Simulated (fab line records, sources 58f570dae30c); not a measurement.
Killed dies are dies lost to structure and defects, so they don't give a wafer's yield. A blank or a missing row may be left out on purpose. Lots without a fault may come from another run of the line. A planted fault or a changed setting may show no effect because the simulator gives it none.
Which tool did it? | flow berkeley_cmos170 | 13 lots, 39 wafers sampled, at 6 steps of a route of 331

WHAT THE GAUGES READ, wafer by wafer
UCB170_NVT_TW_MEAS_09.
lot  | measured     | on            | NVT_TW
L240 | day 5 21:21  | film_metro-02 | 525.3 526.8 527.3
L242 | day 6 08:18  | film_metro-02 | 524.7 524.9 524.5
L241 | day 6 08:40  | film_metro-02 | 528.5 525.6 525.3
L243 | day 6 16:47  | film_metro-04 | 521.4 523.8 521.6
L244 | day 6 17:01  | film_metro-02 | 524.9 525.4 525.9
L248 | day 7 15:28  | film_metro-04 | 523.8 523.6 522.1
L250 | day 7 19:41  | film_metro-04 | 521.9 524.9 522.3
L255 | day 8 21:44  | film_metro-04 | 525.0 525.9 520.8
L257 | day 9 05:50  | film_metro-02 | 525.3 523.0 523.4
L256 | day 9 06:07  | film_metro-01 | 525.4 525.4 522.8
L258 | day 9 19:31  | film_metro-04 | 522.0 522.8 525.0
L259 | day 9 20:04  | film_metro-02 | 525.8 525.8 525.0
L260 | day 10 07:30 | film_metro-04 | 522.4 518.1 523.5

UCB170_PVT_TW_MEAS_09.
lot  | measured     | on            | PVT_TW
L240 | day 5 23:04  | film_metro-03 | 497 499 496
L242 | day 6 09:41  | film_metro-03 | 501 502 503
L241 | day 6 10:10  | film_metro-01 | 505 508 507
L243 | day 6 18:53  | film_metro-03 | 501 503 502
L244 | day 6 19:19  | film_metro-03 | 499 501 501
L248 | day 7 18:13  | film_metro-03 | 500 498 499
L250 | day 7 21:25  | film_metro-01 | 509 508 506
L255 | day 9 01:46  | film_metro-03 | 500 505 502
L257 | day 9 07:21  | film_metro-01 | 509 508 509
L256 | day 9 07:37  | film_metro-04 | 511 509 511
L258 | day 9 21:05  | film_metro-03 | 501 498 501
L259 | day 9 21:55  | film_metro-01 | 508 508 509
L260 | day 10 08:59 | film_metro-04 | 505 506 502

UCB170_NLDD_CD_MEAS_06: target cd 1200 nm.
lot  | measured     | on        | cd_nm (nm)
L240 | day 6 16:08  | cd_sem-02 | 1201.1 1200.5 1201.0
L242 | day 6 23:18  | cd_sem-02 | 1200.3 1201.2 1199.0
L241 | day 7 00:10  | cd_sem-02 | 1198.1 1197.2 1197.5
L243 | day 7 12:48  | cd_sem-02 | 1201.0 1201.9 1200.1
L244 | day 7 13:13  | cd_sem-01 | 1201.7 1201.5 1200.0
L248 | day 8 14:14  | cd_sem-01 | - - -
L250 | day 8 15:55  | cd_sem-02 | 1199.2 1199.4 1199.3
L255 | day 9 17:32  | cd_sem-01 | 1200.9 1201.4 1199.5
L257 | day 9 22:19  | cd_sem-01 | 1200.7 1201.2 1199.9
L256 | day 9 22:25  | cd_sem-02 | 1197.9 1199.2 1200.0
L258 | day 10 15:00 | cd_sem-02 | 1198.0 1197.7 1197.9
L259 | day 10 15:41 | cd_sem-01 | 1201.6 1201.9 1202.7
L260 | day 10 23:19 | cd_sem-02 | 1199.6 1198.6 1197.5

UCB170_NLDD_TW_MEAS_11.
lot  | measured     | on            | NLDD_TW
L240 | day 6 16:40  | film_metro-02 | 2214 2227 2226
L242 | day 6 23:51  | film_metro-02 | 2222 2215 2213
L241 | day 7 00:43  | film_metro-01 | 2213 2220 2211
L243 | day 7 13:22  | film_metro-03 | 2183 2183 2187
L244 | day 7 13:50  | film_metro-03 | 2182 2177 2192
L248 | day 8 14:47  | film_metro-01 | 30 30 30
L250 | day 8 16:41  | film_metro-03 | 2193 2174 2188
L255 | day 9 18:04  | film_metro-02 | 2219 2219 2199
L257 | day 9 22:53  | film_metro-01 | 2212 2208 2210
L256 | day 9 22:59  | film_metro-02 | 2226 2205 2224
L258 | day 10 15:33 | film_metro-03 | 2169 2171 2185
L259 | day 10 16:13 | film_metro-03 | 2185 2186 2175
L260 | day 10 23:52 | film_metro-01 | 2199 2213 2192

WHICH TOOL RAN EACH LOT (tool, then ch and the chambers of the sampled wafers, then the start)
lot  | UCB170_NLDD_EXPOSE_03             | UCB170_NLDD_STRIP_10
L240 | krf_scanner-01 ch 0, day 6 15:40  | plasma_asher-02 ch 0,1, day 6 16:35
L242 | krf_scanner-02 ch 0, day 6 22:36  | plasma_asher-04 ch 0,1, day 6 23:45
L241 | krf_scanner-01 ch 0, day 6 23:13  | plasma_asher-04 ch 0,1, day 7 00:37
L243 | krf_scanner-02 ch 0, day 7 12:15  | plasma_asher-01 ch 0,1, day 7 13:16
L244 | krf_scanner-02 ch 0, day 7 12:32  | plasma_asher-01 ch 0,1, day 7 13:41
L248 | krf_scanner-02 ch 0, day 8 13:50  | plasma_asher-01 ch 1, day 8 14:41
L250 | krf_scanner-02 ch 0, day 8 15:20  | plasma_asher-01 ch 0,1, day 8 16:35
L255 | krf_scanner-02 ch 0, day 9 16:57  | plasma_asher-01 ch 0,1, day 9 17:59
L257 | krf_scanner-02 ch 0, day 9 21:31  | plasma_asher-02 ch 0,1, day 9 22:47
L256 | krf_scanner-02 ch 0, day 9 21:50  | plasma_asher-01 ch 0,1, day 9 22:53
L258 | krf_scanner-02 ch 0, day 10 14:37 | plasma_asher-01 ch 0,1, day 10 15:26
L259 | krf_scanner-01 ch 0, day 10 15:17 | plasma_asher-02 ch 0,1, day 10 16:08
L260 | krf_scanner-01 ch 0, day 10 22:49 | plasma_asher-01 ch 0,1, day 10 23:45
- UCB170_NLDD_EXPOSE_03: exposes mask NSELECT, target cd 1200 nm.
- UCB170_NLDD_STRIP_10: strips in O2.

WHAT THE TOOLS THEMSELVES READ (means of the sampled wafers that have a number; where no wafer has one, the mark that the record gives instead)
UCB170_NLDD_EXPOSE_03.
lot  | tool           | exposure_dose_mJ_cm2
L240 | krf_scanner-01 | 29.69
L242 | krf_scanner-02 | 29.61
L241 | krf_scanner-01 | 29.65
L243 | krf_scanner-02 | 29.63
L244 | krf_scanner-02 | 29.62
L248 | krf_scanner-02 | 29.64
L250 | krf_scanner-02 | 29.63
L255 | krf_scanner-02 | 29.65
L257 | krf_scanner-02 | 29.66
L256 | krf_scanner-02 | 29.60
L258 | krf_scanner-02 | 29.62
L259 | krf_scanner-01 | 29.59
L260 | krf_scanner-01 | 29.61

UCB170_NLDD_STRIP_10.
lot  | tool            | drypump_motor_current_A (A) | oes_product_au (a.u.) | strip_time_to_endpoint_s (s)
L240 | plasma_asher-02 | 5.3                         | 0.736                 | 21.56
L242 | plasma_asher-04 | 6.2                         | 0.740                 | 21.55
L241 | plasma_asher-04 | 6.1                         | 0.732                 | 21.65
L243 | plasma_asher-01 | 5.1                         | 0.736                 | 21.69
L244 | plasma_asher-01 | 5.2                         | 0.736                 | 21.61
L248 | plasma_asher-01 | 4.8                         | 0.737                 | 21.59
L250 | plasma_asher-01 | 5.2                         | 0.732                 | 21.63
L255 | plasma_asher-01 | 5.5                         | 0.735                 | 21.61
L257 | plasma_asher-02 | 5.3                         | 0.734                 | 21.58
L256 | plasma_asher-01 | 5.5                         | 0.733                 | 21.64
L258 | plasma_asher-01 | 5.5                         | 0.736                 | 21.65
L259 | plasma_asher-02 | 5.3                         | 0.738                 | 21.69
L260 | plasma_asher-01 | 5.2                         | 0.736                 | 21.59

THE ANSWER, worked out from the rows above alone
Rule: what is usual is taken from the lots themselves. Put in order of their means at a reading, lots are off if they are a third of the lots or fewer, leave a main group of 4 or more, and stand apart from it by a gap of 3 or more times the standard deviation of the main group's means; of several such gaps the widest counts. A main group whose means are all the same, to the digits that the tables above print for the reading, isn't used. A lot without any number at a reading at which 4 lots or more have one is off too. The other lots that the step has rows for count as sound. The gauges are gone through in route order, then the tools' own readings, and for those a lot's mean is taken as printed above. The first step at which some lot is off is used, and at that step the reading that is off furthest; a lot without a number counts as furthest.
Off: L248, at UCB170_NLDD_CD_MEAS_06 (cd_nm). Without a number there: L248. The main group: mean 1199.9 nm, standard deviation 1.3.
A tool fits if, at a process step before that reading, it ran every lot that is off, and no sound lot after the first of them. The gauges at UCB170_NLDD_CD_MEAS_06 aren't tried: what is off there is off at UCB170_NLDD_TW_MEAS_11 too, on other tools, and a gauge's error can't cause that. None of those tried fits.

WHAT THE SIMULATOR HAD PUT IN
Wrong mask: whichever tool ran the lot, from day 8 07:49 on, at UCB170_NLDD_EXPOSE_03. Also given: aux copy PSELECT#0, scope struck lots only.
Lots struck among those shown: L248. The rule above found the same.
